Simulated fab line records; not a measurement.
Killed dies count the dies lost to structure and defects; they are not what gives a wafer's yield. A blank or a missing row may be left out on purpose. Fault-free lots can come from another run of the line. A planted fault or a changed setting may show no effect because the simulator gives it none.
fab line records	flow berkeley_cmos170
record lots=5	wafers=15	last_day=13
route steps=331 shown PVT@123 GATE@125 FIELD@126
lots untouched by any fault: they come from a run of this same line in which no faults occurred
start_h: hours from the record's opening day to when the first of the lot's shown wafers began	wait_h: hours elapsed since this lot's preceding step	" as in the row above	L1.1+2: a row that stands for several wafers	- no value present, or no start provided	* or withheld: withheld	< > ~ a bound
route shown NAME@n: names a module that has steps shown in the file, with the first one's number in the route	usual: mean and standard deviation over wafers with no fault	same: alike in all rows	chamber/n: place in a boat	sites: readings site by site	_std_site: standard deviation across them	_edge_site: inner sites' mean taken away from outer sites' mean	radius_mm: for every site, how far away it sits from the centre of the wafer	mask NAME#n: copy n	behind: the most recent tool/chamber to have shaped the wafer	hold: why the lot was held/for how many hours/how that ended	device: the n, p or np transistor that did not switch	end of line: tests run on the same wafers once the route is complete	step lacking rows: just its recipe	killed: count of dies lost to structure and defects at first sort (not the wafer's yield)	map: a wafer's dies, x killed, . not, _ none there
set.NAME: the setting that was run; set.NAME@STEP: the one run at that earlier step	model.NAME: the simulator's own value behind a step, which no gauge read
lots seen at some steps along the route; tables by step, rows by wafer
services: from which hour (start_h, from the record's first day; less than 0 if before it) a tool's chamber was out of use, for how many hours, and why
## steps
# step UCB170_PVT_STRIP_08
# recipe chemistry=O2	power_w=400	pressure_mtorr=3500	platen_temp_c=withheld	o2_flow_sccm=400	overash_fraction=0.5
# usual drypump_motor_current_A=5.9/0.46	oes_product_au=0.734/0.0046	strip_time_to_endpoint_s=21.65/0.055
lot.wafer	tool	chamber	start_h	wait_h	drypump_motor_current_A	oes_product_au	rf_hours_counter_h	strip_time_to_endpoint_s
L192.2	plasma_asher-02	1	123.73	0.1	5.4	0.743	37	21.60
L192.4	"	0	"	"	5.2	0.739	-	21.60
L192.6	"	0	"	"	5.2	0.731	-	21.63
L193.4	plasma_asher-02	1	133.69	0.1	5.4	0.727	-	21.64
L193.5	"	1	"	"	5.4	0.734	-	21.61
L193.6	"	0	"	"	5.2	0.736	-	21.62
L197.1	plasma_asher-04	0	150.98	0.1	6.6	0.735	4	21.66
L197.2	"	1	"	"	5.6	0.730	4	21.72
L197.5	"	1	"	"	5.6	0.738	-	21.68
L201.1	plasma_asher-04	1	181.27	0.1	5.6	0.733	6	21.68
L201.5	"	0	"	"	6.6	0.721	-	21.65
L201.6	"	1	"	"	5.5	0.727	-	21.66
L211.2	plasma_asher-03	1	240.32	0.1	6.0	0.731	47	21.65
L211.4	"	1	"	"	6.0	0.736	-	21.66
L211.5	"	1	"	"	6.0	0.733	-	21.65
# step UCB170_PVT_TW_MEAS_09
# usual PVT_TW=509/4.7
lot.wafer	tool	chamber	start_h	wait_h	PVT_TW
L192.2	film_metro-04	-	123.84	0.1	514
L192.4	"	-	"	"	511
L192.6	"	-	"	"	513
L193.4	film_metro-01	-	133.79	0.1	509
L193.5	"	-	"	"	508
L193.6	"	-	"	"	508
L197.1	film_metro-01	-	151.08	0.1	507
L197.2	"	-	"	"	507
L197.5	"	-	"	"	504
L201.1	film_metro-04	-	181.37	0.1	514
L201.5	"	-	"	"	515
L201.6	"	-	"	"	516
L211.2	film_metro-01	-	240.43	0.1	511
L211.4	"	-	"	"	508
L211.5	"	-	"	"	509
# step UCB170_GATE_WET_ETCH_00
# recipe chemistry=dHF	dilution=25:1	target=SiO2	temp_c=25	time_s=200
# step UCB170_FIELD_THK_MEAS_91
# recipe reads=SiO2_of_FIELD_OXIDATION_01
# usual FIELD_OXIDE_LEFT_2_THK=353/9.4
lot.wafer	tool	chamber	start_h	wait_h	FIELD_OXIDE_LEFT_2_THK[nm]
L192.2	film_metro-02	-	124.09	0.0	348
L192.4	"	-	"	"	344
L192.6	"	-	"	"	345
L193.4	film_metro-04	-	133.96	0.0	354
L193.5	"	-	"	"	350
L193.6	"	-	"	"	353
L197.1	film_metro-02	-	151.23	0.0	344
L197.2	"	-	"	"	338
L197.5	"	-	"	"	338
L201.1	film_metro-01	-	181.49	0.0	347
L201.5	"	-	"	"	346
L201.6	"	-	"	"	355
L211.2	film_metro-02	-	240.56	0.0	356
L211.4	"	-	"	"	373
L211.5	"	-	"	"	355
# step UCB170_GATE_OXIDATION_01
# recipe temp_c=850	ambient=O2	target_thk_a=66	ox_time_s=1800
# step UCB170_GATE_THK_MEAS_02
# recipe reads=SiO2_of_GATE_OXIDATION_01
# usual GATE_OXIDE_THK=6.62/0.13
lot.wafer	tool	chamber	start_h	wait_h	GATE_OXIDE_THK[nm]
L192.2	film_metro-02	-	128.08	0.0	6.48
L192.4	"	-	"	"	6.57
L192.6	"	-	"	"	6.41
L193.4	film_metro-02	-	139.34	0.0	6.52
L193.5	"	-	"	"	6.51
L193.6	"	-	"	"	6.59
L197.1	film_metro-01	-	154.93	0.0	6.80
L197.2	"	-	"	"	6.68
L197.5	"	-	"	"	6.72
L201.1	film_metro-01	-	190.49	0.0	6.82
L201.5	"	-	"	"	6.96
L201.6	"	-	"	"	6.76
L211.2	film_metro-02	-	245.04	0.0	6.60
L211.4	"	-	"	"	6.47
L211.5	"	-	"	"	6.49
# step UCB170_GATE_ANNEAL_03
# recipe temp_c=900	time_s=1800	ambient=N2
# step UCB170_GATE_CVD_04
# recipe material=poly-Si	temp_c=610	precursor=SiH4	time_s=1440	pressure_mtorr=375	target_thk_nm=214	sih4_flow_sccm=120
# step UCB170_GATE_THK_MEAS_05
# recipe reads=poly-Si_of_GATE_CVD_04
# usual GATE_POLY_THK=213.4/2.3
lot.wafer	tool	chamber	start_h	wait_h	GATE_POLY_THK[nm]
L192.2	film_metro-03	-	136.21	0.1	213.6
L192.4	"	-	"	"	211.3
L192.6	"	-	"	"	212.5
L193.4	film_metro-01	-	144.75	0.0	213.7
L193.5	"	-	"	"	213.2
L193.6	"	-	"	"	213.3
L197.1	film_metro-01	-	163.32	0.0	213.0
L197.2	"	-	"	"	211.7
L197.5	"	-	"	"	214.1
L201.1	film_metro-03	-	201.43	0.0	211.4
L201.5	"	-	"	"	211.3
L201.6	"	-	"	"	210.9
L211.2	film_metro-02	-	250.59	0.1	216.2
L211.4	"	-	"	"	217.2
L211.5	"	-	"	"	217.4
# step UCB170_GATE_COAT_06
# recipe resist=BARC	temp_c=withheld	time_s=withheld	spin_rpm=3000	resist_thk_nm=withheld
# step UCB170_GATE_COAT_07
# recipe resist=KrF	spin_rpm=1500	resist_thk_nm=900
# step UCB170_GATE_SOFTBAKE_08
# recipe resist=KrF	temp_c=129.4	time_s=60
# step UCB170_GATE_EXPOSE_09
# recipe mask_id=POLY	target_cd_nm=350	na=0.5	sigma_outer=0.6	source_shape=conventional	dose_mj=21
lot.wafer	tool	chamber	start_h	wait_h	mask
L192.2+4+6	krf_scanner-02	0	137.11	-	POLY#0
L193.4+5+6	krf_scanner-02	0	145.29	-	POLY#0
L197.1+2+5	krf_scanner-02	0	164.19	-	POLY#0
L201.1+5+6	krf_scanner-02	0	202.18	-	POLY_R1#0
L211.2+4+5	krf_scanner-02	0	251.77	-	POLY#0
# step UCB170_GATE_PEB_10
# recipe peb_temp_c=130	peb_time_s=withheld	resist=KrF
# step UCB170_GATE_DEVELOP_11
# recipe developer=TMAH	develop_time_s=45	resist=KrF	dev_temp_c=21
# step UCB170_GATE_CD_MEAS_12
# recipe target_cd_nm=350
# usual cd_nm=349.6/1.4
lot.wafer	tool	chamber	start_h	wait_h	cd_nm
L192.2	cd_sem-01	-	137.70	-	350.8
L192.4	"	-	"	"	351.3
L192.6	"	-	"	"	351.1
L193.4	cd_sem-01	-	145.68	-	349.1
L193.5	"	-	"	"	351.1
L193.6	"	-	"	"	349.8
L197.1	cd_sem-01	-	164.69	-	349.0
L197.2	"	-	"	"	347.1
L197.5	"	-	"	"	348.6
L201.1	cd_sem-01	-	202.57	-	278.1
L201.5	"	-	"	"	279.3
L201.6	"	-	"	"	279.2
L211.2	cd_sem-02	-	252.32	-	348.7
L211.4	"	-	"	"	347.4
L211.5	"	-	"	"	347.2
# step UCB170_GATE_OVL_MEAS_13
# usual GATE_OVL=2/5.3
lot.wafer	tool	chamber	start_h	wait_h	GATE_OVL[nm]
L192.2	overlay-02	-	137.80	0.1	-2
L192.4	"	-	"	"	-9
L192.6	"	-	"	"	-1
L193.4	overlay-01	-	145.76	0.1	16
L193.5	"	-	"	"	5
L193.6	"	-	"	"	7
L197.1	overlay-01	-	164.81	0.1	-11
L197.2	"	-	"	"	-5
L197.5	"	-	"	"	-4
L201.1	overlay-01	-	202.69	0.1	-4
L201.5	"	-	"	"	-1
L201.6	"	-	"	"	7
L211.2	overlay-02	-	252.42	0.1	-6
L211.4	"	-	"	"	2
L211.5	"	-	"	"	3
# step UCB170_GATE_ETCH_14
# recipe chemistry=N2/H2	target_depth_a=withheld	overetch_a=withheld	target=BARC	time_s=withheld	source_w=500	bias_w=100	pressure_mtorr=30	n2_flow_sccm=100	h2_flow_sccm=200
# usual drypump_motor_current_A=5.7/0.53	oes_product_au=0.999/0.017	throttle_valve_pct=13.25/0.22
lot.wafer	tool	chamber	start_h	wait_h	drypump_motor_current_A	oes_product_au	throttle_valve_pct
L192.2	rie_diel-02	1	137.83	0.0	5.6	0.991	13.47
L192.4	"	2	"	"	5.1	1.015	13.19
L192.6	"	0	"	"	5.5	1.019	13.52
L193.4	rie_diel-03	1	145.81	0.1	5.9	0.980	13.05
L193.5	"	0	"	"	5.3	0.987	13.07
L193.6	"	3	"	"	5.6	0.997	13.34
L197.1	rie_diel-03	3	164.85	0.0	5.6	0.996	13.33
L197.2	"	1	"	"	5.9	0.970	13.05
L197.5	"	0	"	"	5.3	0.992	13.08
L201.1	rie_diel-02	1	202.73	0.0	5.6	1.009	13.48
L201.5	"	3	"	"	5.8	0.980	12.94
L201.6	"	2	"	"	5.1	1.013	13.17
L211.2	rie_diel-01	0	252.45	0.0	6.8	0.971	13.05
L211.4	"	2	"	"	5.7	1.007	13.51
L211.5	"	3	"	"	6.5	0.992	13.63
# step UCB170_GATE_ETCH_15
# recipe chemistry=HBr/Cl2	target=poly-Si	stop_on=SiO2	over_etch_frac=0.3	icp_w=300	bias_w=150	time_s=56.3	pressure_mtorr=15	HBr_flow_sccm=150	Cl2_flow_sccm=50	target_depth_a=2782
# usual drypump_motor_current_A=6.2/0.31	mfc_cl2_sccm=49.98/0.16	oes_product_au=0.830/0.012	throttle_valve_pct=26.38/0.22
lot.wafer	tool	chamber	start_h	wait_h	drypump_motor_current_A	mfc_cl2_sccm	oes_product_au	rf_hours_counter_h	throttle_valve_pct	model.GATE.cd_nm
L192.2	rie_si-02	0	137.87	-	5.6	49.82	0.852	29	26.56	351.4
L192.4	"	2	"	"	5.9	50.04	0.825	18	26.09	351.2
L192.6	"	0	"	"	5.6	50.03	0.831	-	26.58	351.4
L193.4	rie_si-01	0	145.84	-	6.5	50.13	0.835	1	26.05	349.2
L193.5	"	3	"	"	6.4	50.09	0.842	-	26.14	350.4
L193.6	"	2	"	"	6.3	50.27	0.824	-	26.40	349.4
L197.1	rie_si-01	2	164.89	-	6.3	49.73	0.821	2	26.41	348.4
L197.2	"	1	"	"	6.6	49.71	0.815	52	26.63	346.9
L197.5	"	2	"	"	6.3	49.93	0.817	-	26.40	349
L201.1	rie_si-02	2	202.77	-	5.9	50.11	0.819	18	26.13	278.1
L201.5	"	0	"	"	5.6	49.67	0.839	-	26.56	279.9
L201.6	"	1	"	"	6.4	50.30	0.827	-	26.43	278.7
L211.2	rie_si-01	0	252.50	-	6.6	50.15	0.831	2	26.04	348.6
L211.4	"	2	"	"	6.3	49.67	0.840	2	26.40	347.9
L211.5	"	1	"	"	6.6	49.95	0.826	-	26.64	348
# step UCB170_GATE_STRIP_16
# recipe chemistry=O2	power_w=400	pressure_mtorr=3500	platen_temp_c=withheld	o2_flow_sccm=400	overash_fraction=0.5
# usual drypump_motor_current_A=5.9/0.7	oes_product_au=0.724/0.0044
lot.wafer	tool	chamber	start_h	wait_h	drypump_motor_current_A	oes_product_au	rf_hours_counter_h
L192.2	plasma_asher-01	1	137.92	0.0	6.7	0.727	45
L192.4	"	1	"	"	6.6	0.726	-
L192.6	"	1	"	"	6.6	0.722	-
L193.4	plasma_asher-01	1	145.92	0.1	6.6	0.730	-
L193.5	"	1	"	"	6.6	0.723	-
L193.6	"	0	"	"	4.9	0.723	-
L197.1	plasma_asher-04	0	164.94	0.0	6.6	0.719	4
L197.2	"	1	"	"	5.5	0.718	4
L197.5	"	1	"	"	5.5	0.717	-
L201.1	plasma_asher-01	1	202.82	0.0	6.6	0.725	51
L201.5	"	0	"	"	4.9	0.720	-
L201.6	"	1	"	"	6.6	0.718	-
L211.2	plasma_asher-01	0	252.54	0.0	4.9	0.727	57
L211.4	"	0	"	"	4.9	0.729	-
L211.5	"	1	"	"	6.6	0.727	-
## services
tool	chamber	start_h	hours	kind
krf_scanner-02	-	100.23	0.8	pm
rie_si-02	0	102.51	17.1	repair
plasma_asher-04	-	108.84	9.0	pm
rie_diel-02	0	113.63	4.7	repair
rie_diel-02	3	115.85	3.2	repair
rie_si-01	-	116.18	2.8	pm
rie_si-01	0	119.41	3.4	repair
rie_diel-03	3	123.13	4.3	repair
plasma_asher-02	-	150.46	2.8	pm
rie_diel-03	1	153.07	10.0	repair
plasma_asher-04	-	153.72	8.6	repair
rie_diel-02	3	154.08	1.4	repair
krf_scanner-02	-	175.88	4.0	pm
rie_diel-02	2	178.29	4.7	repair
krf_scanner-02	-	208.10	2.6	repair
krf_scanner-02	-	210.73	1.0	pm
rie_diel-02	3	216.03	5.9	repair
rie_si-01	-	222.48	0.3	repair
rie_si-02	1	226.97	6.7	repair
rie_diel-03	-	228.66	0.5	repair
krf_scanner-02	-	230.31	3.6	repair
krf_scanner-02	-	235.61	1.9	repair
krf_scanner-02	-	241.11	0.1	repair
krf_scanner-02	-	244.23	1.3	pm
## key
first_sign step=UCB170_GATE_EXPOSE_09	reading=mask	direction=changed
effect step=UCB170_GATE_CD_MEAS_12	reading=cd_nm	direction=down	sigmas=50	usual=349.6	struck=278.9
model_effect step=UCB170_GATE_ETCH_15	value=GATE.cd_nm	without=348.9	struck=278.9
met_at UCB170_GATE_EXPOSE_09
struck_wafers L201.1,L201.5,L201.6
later_rows_left_out L201.1,L201.5,L201.6
sort_left_out L201.1,L201.5,L201.6
tester_left_out L201
onset_between 164.19 202.18
fault kind=wrong_mask	tool=any	chamber=-	onset_h=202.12	steps=UCB170_GATE_EXPOSE_09	aux_copy=POLY_R1#0	cd_offset_nm=-70	scope=struck_lots_only
# tester_left_out: of these lots the tester's yield and bins aren't shown, on N5 and GAA mostly nor the transistor test; their killed dies are dies lost to structure and defects alone, not to doping, threshold or leakage, so they don't give the yield
# sort_left_out: the simulated sort isn't trusted on such a fault, so these wafers' sort isn't shown, and their yield isn't known
# later_rows_left_out: the simulator's readings of these wafers behind a module that went badly wrong aren't trusted and aren't shown, but for the sort
